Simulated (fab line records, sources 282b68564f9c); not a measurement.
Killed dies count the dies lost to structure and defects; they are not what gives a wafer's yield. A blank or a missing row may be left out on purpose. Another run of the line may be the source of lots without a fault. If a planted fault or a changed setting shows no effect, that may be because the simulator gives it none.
Matching of chambers	flow rit_cmos	RIT_GATE_ETCH_19 on rie_si-01: 4 sister chambers
The step etches poly-Si in SF6/CHF3/O2, stops on SiO2, time 165 s, target depth 312.5 nm. 4 wafers are shown with their chamber, then 9 later ones without.

EACH WAFER AND ITS CHAMBER
wafer	chamber	drypump_motor_current_A (A)
L886.1	2	5.6
L886.6	1	4.8
L888.4	0	5.4
L888.5	3	4.9

WAFERS WITHOUT THEIR CHAMBER
wafer	drypump_motor_current_A (A)
L890.1	4.7
L890.2	5.5
L890.4	4.9
L892.2	4.9
L892.3	4.8
L892.4	5.5
L900.1	4.9
L900.3	5.6
L900.4	4.9

CHAMBER TAKEN BY EACH
wafer	from the rows above	in truth
L890.1	can't be placed: 1 or 3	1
L890.2	can't be placed: 0 or 2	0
L890.4	can't be placed: 3 or 1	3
L892.2	can't be placed: 3 or 1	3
L892.3	can't be placed: 1 or 3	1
L892.4	can't be placed: 0 or 2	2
L900.1	can't be placed: 3 or 1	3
L900.3	2	2
L900.4	can't be placed: 3 or 1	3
Placed correctly: 1 of 9. Cannot be placed on the basis of these rows: 8; the candidates contain the true chamber in 8. 0 placed wrongly.
How it was worked out, from the rows above alone: a wafer's distance from a chamber is the root of the sum, over the readings, of the square of ((its reading less the chamber's mean) divided by the reading's scatter). If the next closest chamber is less than 2 further off than the closest, the wafer can't be placed; otherwise it belongs to the closest. A chamber's mean is the mean of its shown wafers. The scatter: root of mean squared gap, hidden wafer to nearest shown wafer, with one shown wafer a chamber.
